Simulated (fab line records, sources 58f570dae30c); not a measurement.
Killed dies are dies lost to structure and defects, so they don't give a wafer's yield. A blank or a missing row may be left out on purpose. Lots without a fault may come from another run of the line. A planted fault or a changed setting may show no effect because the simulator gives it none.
One fault seen from 2 desks | flow berkeley_cmos170 | each desk has only its own numbers; what lay behind them comes last

THE TOOL OWNER'S DESK: krf_scanner-01
The tool's own readings at UCB170_M1_EXPOSE_06 (exposes mask METAL1, target cd 700 nm): means of the sampled wafers that have a number, for each lot that ran on this tool. A lot is out of limits, marked OUT, if its mean lies more than 4 standard deviations from the usual mean; the brackets give that distance.
Columns: A = exposure_dose_mJ_cm2 at UCB170_M1_EXPOSE_06, usual 21.000
lot  | first seen here | A
L281 | day 7 14:13     | 21.030
L280 | day 7 14:25     | 21.010
L282 | day 7 15:10     | 21.003
L284 | day 7 15:50     | 20.963
L292 | day 9 20:02     | 19.535 (-67) OUT
L293 | day 9 20:56     | 19.824 (-53) OUT
L295 | day 10 09:46    | 20.046 (-43) OUT
This desk's finding: out of limits on L292, L293, L295; first on L292, day 9 20:02 (exposure_dose_mJ_cm2 at UCB170_M1_EXPOSE_06). In limits: L281, L280, L282, L284.

THE METROLOGY DESK
What the gauges read, lot by lot, whatever tool the lot ran on: means of the sampled wafers that have a number. A lot is out of limits, marked OUT, if its mean lies more than 4 standard deviations from the usual mean; the brackets give that distance.
Columns: A = cd_nm at UCB170_M1_CD_MEAS_09, usual 699.9 nm
lot  | first seen here | A
L281 | day 7 14:36     | 699.0
L280 | day 7 14:52     | 697.7
L282 | day 7 15:34     | 701.0
L283 | day 7 15:53     | 699.3
L284 | day 7 16:14     | 702.2
L285 | day 8 04:16     | 701.4
L289 | day 9 08:02     | 699.9
L292 | day 9 20:25     | 713.9 (+9.3) OUT
L293 | day 9 22:02     | 709.3 (+6.3) OUT
L295 | day 10 10:51    | 710.5 (+7.0) OUT
L297 | day 10 11:13    | 699.1
L298 | day 11 04:22    | 698.3
L299 | day 11 05:19    | 698.9
L301 | day 11 05:47    | 701.7
L303 | day 11 08:05    | 699.6
This desk's finding: out of limits on L292, L293, L295; first on L292, day 9 20:25 (cd_nm at UCB170_M1_CD_MEAS_09). In limits: L281, L280, L282, L283, L284, L285, L289, L297, L298, L299, L301, L303.

PUT TOGETHER
The tool owner's desk could have raised an alarm at day 9 20:02, on L292, L293, L295.
The metrology desk could have raised an alarm at day 9 20:25, on L292, L293, L295.
Of the lots named, all ran UCB170_M1_EXPOSE_06 on krf_scanner-01.

WHAT THE SIMULATOR HAD PUT IN
Process parameter drift: krf_scanner-01, from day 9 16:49 on, at UCB170_M1_EXPOSE_06. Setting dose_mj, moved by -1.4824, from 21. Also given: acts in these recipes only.
Lots struck among those shown: L292, L293, L295.
Hours from the fault's start to each desk's first reading out of limits: the tool owner's desk, 3; the metrology desk, 4.
